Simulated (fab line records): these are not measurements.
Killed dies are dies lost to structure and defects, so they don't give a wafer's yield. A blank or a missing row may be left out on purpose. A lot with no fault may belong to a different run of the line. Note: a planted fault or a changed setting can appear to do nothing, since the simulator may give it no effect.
Split-lot study + flow rit_cmos + route with 202 steps; 5 lots, 23 wafers read

## ON THE SPLIT
At RIT_M1_COAT_04 (resist thk 1300 nm), the setting spin_rpm was moved away from the recipe's 2000 rpm on 8 of the 23 wafers read, by -5.8% to +6.9%. This setting was run at the recipe's value on the other wafers.

## FROM THE SPLIT TO THE READING: what the file shows between them, 2 steps
- RIT_M1_SOFTBAKE_05: time 60 s
- RIT_M1_EXPOSE_06: exposes mask M12, target cd 2600 nm

## THE READING
NOVOLAK_of_M1_COAT_04.thk_nm (the simulator's own value, which no gauge read), in nm, at RIT_M1_HARDBAKE_11 (time 120 s). There is no usual value for it anywhere in the file. Average 1139 nm, standard deviation 2 nm, over the 15 wafers here run with the recipe.

| wafer  | tool, chamber at the split | spin_rpm as run, rpm | against the recipe | NOVOLAK_of_M1_COAT_04.thk_nm, nm | against lot-mates on the recipe |
|--------|----------------------------|----------------------|--------------------|----------------------------------|---------------------------------|
| L077.1 | litho_track-03, 0          | 2000                 | recipe             | 1140                             | -                               |
| L077.4 | litho_track-03, 0          | 2000                 | recipe             | 1138                             | -                               |
| L077.6 | litho_track-03, 0          | 2000                 | recipe             | 1139                             | -                               |
| L078.2 | litho_track-03, 0          | 2000                 | recipe             | 1136                             | -                               |
| L078.3 | litho_track-03, 0          | 1883                 | -5.8%              | 1169                             | +30                             |
| L078.4 | litho_track-03, 0          | 1883                 | -5.8%              | 1169                             | +30                             |
| L078.5 | litho_track-03, 0          | 2000                 | recipe             | 1139                             | -                               |
| L078.6 | litho_track-03, 0          | 2000                 | recipe             | 1142                             | -                               |
| L080.2 | litho_track-01, 0          | 2139                 | +6.9%              | 1101                             | -38                             |
| L080.3 | litho_track-01, 0          | 2139                 | +6.9%              | 1099                             | -40                             |
| L080.5 | litho_track-01, 0          | 2139                 | +6.9%              | 1099                             | -40                             |
| L080.4 | litho_track-01, 0          | 2000                 | recipe             | 1140                             | -                               |
| L080.6 | litho_track-01, 0          | 2000                 | recipe             | 1139                             | -                               |
| L081.1 | litho_track-01, 0          | 2000                 | recipe             | 1141                             | -                               |
| L081.4 | litho_track-01, 0          | 2000                 | recipe             | 1141                             | -                               |
| L081.2 | litho_track-01, 0          | 2000                 | recipe             | 1138                             | -                               |
| L081.3 | litho_track-01, 0          | 2000                 | recipe             | 1137                             | -                               |
| L081.5 | litho_track-01, 0          | 2000                 | recipe             | 1137                             | -                               |
| L083.1 | litho_track-02, 0          | 2129                 | +6.5%              | 1100                             | -37                             |
| L083.3 | litho_track-02, 0          | 2129                 | +6.5%              | 1100                             | -37                             |
| L083.2 | litho_track-02, 0          | 2000                 | recipe             | 1140                             | -                               |
| L083.4 | litho_track-02, 0          | 2129                 | +6.5%              | 1101                             | -36                             |
| L083.5 | litho_track-02, 0          | 2000                 | recipe             | 1134                             | -                               |

FIT RESULTS
A straight line over all 23 wafers: NOVOLAK_of_M1_COAT_04.thk_nm changes by -5.61 nm for each +1% of spin_rpm; r = -1.00; the points scatter about the line by 2 nm.
The same after taking each lot's own level away (the mean of its wafers on the recipe; 23 wafers): -5.55 nm for each +1%; r = -1.00; scatter 1.9 nm.
Per that fit: largest spin_rpm move, reading shift of 39 nm.
Across the lots, their own levels run from 1137.0 to 1139.5 nm, a range of 1.2 times the standard deviation given above.
Hence the lot-to-lot level has little effect on the slope; both slopes agree.
Check: -39.2 nm against its lot-mates is what the line predicts for one of the wafers moved furthest among these (+6.9%) when that wafer is left out of the fit. Against them it came out at -38.5 nm.

## OTHER SPLITS ON THESE WAFERS
Other splits were also applied to these wafers ahead of the reading. Each is held against what the fit with the lots' levels taken away leaves over:
| other split on the same wafers    | wafers away from the commonest value | r with NOVOLAK_of_M1_COAT_04.thk_nm (lot level and that fit taken away) |
|-----------------------------------|--------------------------------------|-------------------------------------------------------------------------|
| RIT_SPACER_CVD_03 temp_c          | 15                                   | +0.20                                                                   |
| RIT_NSD_IMPLANT_08 energy_kev     | 4                                    | +0.23                                                                   |
| RIT_PSD_HARDBAKE_07 temp_c        | 10                                   | -0.28                                                                   |
| RIT_SDANNEAL_RTA_03 time_s        | 11                                   | +0.09                                                                   |
| RIT_CONTACT_CVD_00 time_s         | 10                                   | +0.03                                                                   |
| RIT_CONTACT_COAT_03 resist_thk_nm | 9                                    | +0.04                                                                   |

## THE WHOLE CHAIN: every reading that the file lists as answering this split, in the file's order
| step               | what it does       | reading                                                                       | change (the file's fit)              | r (the file's) |
|--------------------|--------------------|-------------------------------------------------------------------------------|--------------------------------------|----------------|
| RIT_M1_COAT_04     | resist thk 1300 nm | NOVOLAK_of_M1_COAT_04.thk_nm (the simulator's own value, which no gauge read) | -6.45 nm for each +1% of the setting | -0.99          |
| RIT_M1_HARDBAKE_11 | time 120 s         | NOVOLAK_of_M1_COAT_04.thk_nm (the simulator's own value, which no gauge read) | -5.56 nm for each +1% of the setting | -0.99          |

## THE FILE'S OWN FIT
NOVOLAK_of_M1_COAT_04.thk_nm changes by -5.56 nm for each +1% of spin_rpm, r = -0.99.
